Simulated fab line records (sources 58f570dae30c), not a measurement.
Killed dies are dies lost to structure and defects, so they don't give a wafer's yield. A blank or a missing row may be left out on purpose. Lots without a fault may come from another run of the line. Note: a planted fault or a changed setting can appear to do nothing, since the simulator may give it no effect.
Struck lot and sound lot, side by side || flow berkeley cmos170 || 28 steps out of a route of 331
Sound: these wafers, L427.1, L427.5, L427.6. The struck wafers were L420.2, L420.3, L420.4. The cause comes at the end.
For every step that has rows: the tool of each side, followed by ch and its chambers, followed by its first start. Under that, the readings that differ: sound wafers || struck wafers || difference of the means || sigmas: that difference in standard deviations of wafers without a fault.
alike: words and numbers the same on both sides, and readings whose means are apart by under 2 such deviations; not compared: readings that were withheld, readings missing a value for some wafer, numbers with overlapping values and no deviation given by the record, and bounds like >300 which may hide the same value.
The two part at a step that has a row with sigmas, a row that says differs or no value, or rows on one side only. Non-overlapping numbers with no deviation appear without sigmas and do not part them. A reading missing from all wafers of one side parts the sides only when that side holds two or more wafers.

first, 6 steps without rows for these wafers: UCB170_PVT_HMDS_00 (prime time 60 s); UCB170_PVT_COAT_01 (resist thk 900 nm); UCB170_PVT_SOFTBAKE_02 (time 60 s); UCB170_PVT_EXPOSE_03 (exposes mask NWELL, target cd 3000 nm); UCB170_PVT_PEB_04; UCB170_PVT_DEVELOP_05 (develop time 45 s).
UCB170_PVT_OVL_MEAS_06:
  sound on overlay-02 at day 9 08:44; struck on overlay-02 at day 8 00:48
  alike: PVT_OVL
next, for these wafers, 1 step has no rows: UCB170_PVT_IMPLANT_07.
UCB170_PVT_STRIP_08: strips in O2.
  sound on plasma asher-02 ch 0,1, day 9 08:56; struck on plasma asher-02 ch 0,1, day 8 00:59
  alike: chamber pressure mTorr, drypump motor current A, oes product au, strip time to endpoint s
  not compared: rf hours counter h
UCB170_PVT_TW_MEAS_09:
  sound on film metro-04 at day 9 09:02; struck on film metro-03 at day 8 01:05
  alike: PVT_TW
then, 1 step without rows for these wafers: UCB170_GATE_WET_ETCH_00 (etches SiO2 in dHF, time 200 s).
UCB170_FIELD_THK_MEAS_91:
  sound on film metro-01 at day 9 09:09; struck on film metro-01 at day 8 01:13
  alike: FIELD_OXIDE_LEFT_2_THK
UCB170_GATE_OXIDATION_01: target thk 6.6 nm, ox time 1800 s.
  sound on furnace-02 ch 0, day 9 10:20; struck on furnace-04 ch 0, day 8 04:30
{"reading": "spike tc centre C (C)", "sound": "850.9 853.3 851.9", "struck": "729.0 727.0 725.5", "difference": -124.9, "sigmas": "-99 or more"}
{"reading": "spike tc load C (C)", "sound": "871.3 872.4 872.2", "struck": "749.5 749.2 749.6", "difference": -122.5, "sigmas": -42}
{"reading": "spike tc source C (C)", "sound": "868.3 870.6 871.0", "struck": "750.1 748.9 749.5", "difference": -120.5, "sigmas": -48}
{"reading": "tube center temp C (C)", "sound": "850.04 850.1 850.03", "struck": "725.2 725.13 725.17", "difference": -124.9, "sigmas": "-99 or more"}
{"reading": "tube_center_temp_C_max", "sound": "852.2 852.2 852.7", "struck": "727.9 727.8 727.2", "difference": -124.7, "sigmas": "-99 or more"}
{"reading": "zone power centre pct (%)", "sound": "42.2 42.0 41.8", "struck": "31.4 31.2 31.6", "difference": -10.6, "sigmas": -5}
{"reading": "model.SiO2_of_GATE_OXIDATION_01.thk nm (nm)", "sound": "6.691 6.678 6.597", "struck": "0.8162 0.9591 0.8961", "difference": -5.7649, "sigmas": ""}
  alike: zone power load pct, zone power source pct
UCB170_GATE_THK_MEAS_02:
  sound on film metro-02 at day 9 11:50; struck on film metro-03 at day 8 06:17
{"reading": "GATE_OXIDE_THK (nm)", "sound": "6.75 6.66 6.58", "struck": "0.87 0.98 0.89", "difference": -5.75, "sigmas": -44}
  not compared: hold
then, 1 step without rows for these wafers: UCB170_GATE_CVD_04 (deposits poly-Si from SiH4, time 1440 s, target thk 214 nm).
UCB170_GATE_THK_MEAS_05:
  sound on film metro-04 at day 9 16:05; struck on film metro-02 at day 8 14:23
  alike: GATE_POLY_THK
then, 6 steps without rows for these wafers: UCB170_GATE_COAT_06; UCB170_GATE_COAT_07 (resist thk 900 nm); UCB170_GATE_SOFTBAKE_08 (time 60 s); UCB170_GATE_EXPOSE_09 (exposes mask POLY, target cd 350 nm); UCB170_GATE_PEB_10; UCB170_GATE_DEVELOP_11 (develop time 45 s).
UCB170_GATE_CD_MEAS_12: the cd target is 350 nm.
  sound on cd sem-02 at day 9 17:30; struck on cd sem-01 at day 8 15:58
  alike: cd nm
UCB170_GATE_OVL_MEAS_13:
  sound on overlay-02 at day 9 17:37; struck on overlay-02 at day 8 16:04
  alike: GATE_OVL
UCB170_GATE_ETCH_14: etches BARC in N2/H2.
  sound on rie diel-04 ch 1,3, day 9 17:39; struck on rie diel-03 ch 1,2,3, day 8 16:06
  alike: chamber pressure mTorr, drypump motor current A, oes product au, throttle valve pct
UCB170_GATE_ETCH_15: etches poly-Si in HBr/Cl2, stops on SiO2, time 56.3 s, target depth 278.2 nm.
  sound on rie si-01 ch 0,3, day 9 17:42; struck on rie si-01 ch 0,2,3, day 8 16:08
{"reading": "model.SiO2_of_GATE_OXIDATION_01.thk nm (nm)", "sound": "6.691 6.642 6.597", "struck": "0 0 0.8961", "difference": -6, "sigmas": ""}
  alike: chamber pressure mTorr, drypump motor current A, oes product au, throttle valve pct
  not compared: rf hours counter h
UCB170_GATE_STRIP_16: strips in O2.
  sound on plasma asher-01 ch 0,1, day 9 17:44; struck on plasma asher-04 ch 0,1, day 8 16:11
  alike: chamber pressure mTorr, drypump motor current A, oes product au
  not compared: rf hours counter h
UCB170_M3_PROBE_99:
  the record has rows for the sound wafers here (prober-02, day 11 19:27) and none for the struck ones

## WHERE THEY PART
Last at UCB170_M3_PROBE_99 as far as this record goes, first at UCB170_GATE_OXIDATION_01.

WHY: the cause the simulator had injected
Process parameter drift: furnace-04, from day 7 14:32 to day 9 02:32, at UCB170_GATE_OXIDATION_01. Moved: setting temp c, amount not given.
